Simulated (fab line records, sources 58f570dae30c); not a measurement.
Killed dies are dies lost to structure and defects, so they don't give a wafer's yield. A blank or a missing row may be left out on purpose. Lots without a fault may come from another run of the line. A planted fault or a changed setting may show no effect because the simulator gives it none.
Which tool did it? | flow berkeley_cmos170 | 14 lots, 42 wafers sampled, at 5 steps of a route of 331

WHAT THE GAUGES READ, wafer by wafer
UCB170_GATE_OVL_MEAS_13. Usual: GATE_OVL -2 nm, standard deviation 5.
lot  | measured     | on         | GATE_OVL (nm) | flag
L611 | day 6 22:32  | overlay-02 | -11 -9 -13    |
L614 | day 7 12:50  | overlay-02 | -2 -4 8       |
L615 | day 7 12:58  | overlay-02 | 4 0 6         |
L612 | day 7 13:07  | overlay-01 | -4 0 -7       |
L613 | day 7 13:07  | overlay-02 | -3 -7 -3      |
L610 | day 7 13:22  | overlay-02 | 8 -4 5        |
L616 | day 8 12:10  | overlay-01 | -6 1 3        |
L623 | day 10 00:56 | overlay-01 | -8 -10 -10    |
L625 | day 10 01:05 | overlay-02 | 3 -1 1        |
L626 | day 10 15:07 | overlay-02 | 0 -2 3        |
L629 | day 11 07:54 | overlay-02 | 3 3 2         |
L630 | day 11 08:14 | overlay-02 | -7 -7 -6      |
L633 | day 11 22:36 | overlay-01 | 6 -2 -9       |
L632 | day 11 22:59 | overlay-02 | -4 -2 -1      |

UCB170_NLDD_CD_MEAS_06: target cd 1200 nm. Usual: cd_nm 1199.8 nm, standard deviation 1.5.
lot  | measured     | on        | cd_nm (nm)           | flag
L611 | day 7 01:34  | cd_sem-01 | 1200.7 1200.2 1199.4 |
L614 | day 7 17:13  | cd_sem-02 | 1200.6 1200.7 1200.7 |
L615 | day 7 17:40  | cd_sem-02 | 1201.8 1202.0 1199.8 |
L612 | day 7 18:30  | cd_sem-01 | 1202.0 1203.0 1201.9 |
L613 | day 7 18:11  | cd_sem-02 | 1199.6 1196.8 1198.6 |
L610 | day 7 18:36  | cd_sem-02 | 1199.0 1199.3 1199.7 |
L616 | day 8 15:56  | cd_sem-01 | 1198.6 1198.4 1199.8 |
L623 | day 10 06:44 | cd_sem-02 | 1199.6 1198.7 1199.9 |
L625 | day 10 06:52 | cd_sem-02 | 1200.2 1199.1 1201.1 |
L626 | day 10 18:49 | cd_sem-02 | 1202.3 1201.5 1201.0 |
L629 | day 11 12:21 | cd_sem-02 | 1198.5 1197.3 1196.7 |
L630 | day 11 12:54 | cd_sem-02 | 1198.8 1197.0 1197.1 |
L633 | day 12 03:30 | cd_sem-02 | 1199.3 1199.4 1200.0 |
L632 | day 12 04:40 | cd_sem-01 | 1200.0 1199.2 1200.0 |

UCB170_V1_THK_MEAS_01. Usual: V1_TEOS_THK 2007 nm, standard deviation 28.
lot  | measured     | on            | V1_TEOS_THK (nm) | flag
L611 | day 7 23:25  | film_metro-01 | 2019 2037 2017   |
L614 | day 8 18:10  | film_metro-04 | 2004 2001 1964   |
L615 | day 8 18:10  | film_metro-02 | 2001 2029 2038   |
L612 | day 8 21:10  | film_metro-04 | 1973 2043 2024   |
L613 | day 8 16:50  | film_metro-01 | 2000 1991 2042   |
L610 | day 8 18:14  | film_metro-04 | 1983 2018 2004   |
L616 | day 9 12:17  | film_metro-04 | 1980 1987 2031   |
L623 | day 11 03:19 | film_metro-02 | 3385 3364 3407   | OFF
L625 | day 11 04:39 | film_metro-01 | 2022 2049 2093   |
L626 | day 11 14:56 | film_metro-01 | 3420 3423 3446   | OFF
L629 | day 12 11:34 | film_metro-02 | 1949 2001 2019   |
L630 | day 12 12:54 | film_metro-02 | 1983 2022 2043   |
L633 | day 13 01:17 | film_metro-02 | 1990 2001 2036   |
L632 | day 13 02:38 | film_metro-02 | 1992 2021 2009   |

WHICH TOOL RAN EACH LOT (tool, then ch and the chambers of the sampled wafers, then the start)
lot  | UCB170_NLDD_STRIP_10                 | UCB170_V1_CVD_00
L611 | plasma_asher-01 ch 0,1, day 7 02:00  | pecvd-04 ch 0,2, day 7 23:11
L614 | plasma_asher-04 ch 0,1, day 7 17:41  | pecvd-01 ch 0,1,2, day 8 18:01
L615 | plasma_asher-03 ch 0,1, day 7 18:05  | pecvd-04 ch 0,1, day 8 18:01
L612 | plasma_asher-01 ch 0,1, day 7 18:57  | pecvd-04 ch 0,1,2, day 8 21:01
L613 | plasma_asher-03 ch 0,1, day 7 18:38  | pecvd-03 ch 0,2, day 8 16:40
L610 | plasma_asher-03 ch 0,1, day 7 19:03  | pecvd-03 ch 0,1, day 8 18:01
L616 | plasma_asher-03 ch 0,1, day 8 16:24  | pecvd-04 ch 1,2, day 9 12:07
L623 | plasma_asher-03 ch 0,1, day 10 07:11 | pecvd-01 ch 0,1, day 11 03:10
L625 | plasma_asher-01 ch 0,1, day 10 07:19 | pecvd-04 ch 0,1,2, day 11 04:30
L626 | plasma_asher-03 ch 0,1, day 10 19:15 | pecvd-01 ch 0,1,2, day 11 14:50
L629 | plasma_asher-03 ch 0,1, day 11 12:47 | pecvd-04 ch 0,2, day 12 11:24
L630 | plasma_asher-01 ch 0,1, day 11 13:20 | pecvd-03 ch 0,1,2, day 12 12:44
L633 | plasma_asher-04 ch 0,1, day 12 03:58 | pecvd-04 ch 0,2, day 13 01:07
L632 | plasma_asher-01 ch 0,1, day 12 05:05 | pecvd-03 ch 0,1,2, day 13 02:32
- UCB170_NLDD_STRIP_10: strips in O2.
- UCB170_V1_CVD_00: deposits SiO2 from TEOS/O2, target thk 2000 nm, time 250 s.

WHAT THE TOOLS THEMSELVES READ (means of the sampled wafers that have a number; where no wafer has one, the mark that the record gives instead)
UCB170_NLDD_STRIP_10. Usual: chamber_pressure_mTorr 3500 mTorr, standard deviation 3; drypump_motor_current_A 5.68 A, standard deviation 0.26; oes_product_au 0.735 a.u., standard deviation 0.005; strip_time_to_endpoint_s 21.67 s, standard deviation 0.059.
lot  | tool            | chamber_pressure_mTorr (mTorr) | drypump_motor_current_A (A) | oes_product_au (a.u.) | strip_time_to_endpoint_s (s) | flag
L611 | plasma_asher-01 | 3498                           | 5.79                        | 0.730                 | 21.61                        |
L614 | plasma_asher-04 | 3500                           | 5.78                        | 0.737                 | 21.66                        |
L615 | plasma_asher-03 | 3500                           | 5.59                        | 0.734                 | 21.71                        |
L612 | plasma_asher-01 | 3497                           | 5.80                        | 0.736                 | 21.63                        |
L613 | plasma_asher-03 | 3501                           | 5.59                        | 0.735                 | 21.62                        |
L610 | plasma_asher-03 | 3501                           | 5.62                        | 0.735                 | 21.75                        |
L616 | plasma_asher-03 | 3501                           | 5.58                        | 0.734                 | 21.70                        |
L623 | plasma_asher-03 | 3500                           | 5.59                        | 0.735                 | 21.61                        |
L625 | plasma_asher-01 | 3495                           | 5.79                        | 0.735                 | 21.65                        |
L626 | plasma_asher-03 | 3499                           | 5.56                        | 0.739                 | 21.59                        |
L629 | plasma_asher-03 | 3501                           | 5.58                        | 0.731                 | 21.72                        |
L630 | plasma_asher-01 | 3502                           | 5.80                        | 0.733                 | 21.66                        |
L633 | plasma_asher-04 | 3501                           | 5.93                        | 0.734                 | 21.59                        |
L632 | plasma_asher-01 | 3501                           | 5.80                        | 0.736                 | 21.68                        |

UCB170_V1_CVD_00. Usual: heater_power_w 278 W, standard deviation 63.
lot  | tool     | heater_power_w (W) | flag
L611 | pecvd-04 | 313                |
L614 | pecvd-01 | 300                |
L615 | pecvd-04 | 222                |
L612 | pecvd-04 | 269                |
L613 | pecvd-03 | 260                |
L610 | pecvd-03 | 320                |
L616 | pecvd-04 | 271                |
L623 | pecvd-01 | 290                |
L625 | pecvd-04 | 247                |
L626 | pecvd-01 | 236                |
L629 | pecvd-04 | 288                |
L630 | pecvd-03 | 243                |
L633 | pecvd-04 | 291                |
L632 | pecvd-03 | 272                |

THE ANSWER, worked out from the rows above alone
Rule: a lot is off if the mean of its wafers that have a number lies more than 3 standard deviations from the usual mean. A lot without any number at a reading at which 4 lots or more have one is off too. The other lots that the step has rows for count as sound. The gauges are gone through in route order, then the tools' own readings, and for those a lot's mean is taken as printed above. The first step at which some lot is off is used, and at that step the reading that is off furthest; a lot without a number counts as furthest.
Off: L623, L626, at UCB170_V1_THK_MEAS_01 (V1_TEOS_THK).
A tool fits if, at a process step before that reading, it ran every lot that is off, and no sound lot after the first of them. The gauges at UCB170_V1_THK_MEAS_01 are tried like those tools. One fits: pecvd-01 at UCB170_V1_CVD_00. Its last sound lot is L614 (day 8 18:01), its first lot that is off L623 (day 11 03:10): a fault that began between those two fits.

WHAT THE SIMULATOR HAD PUT IN
Process parameter drift: pecvd-01, from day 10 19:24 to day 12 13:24, at UCB170_V1_CVD_00. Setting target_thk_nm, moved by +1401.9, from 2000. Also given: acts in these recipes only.
Lots struck among those shown: L623, L626. The rule above found the same.
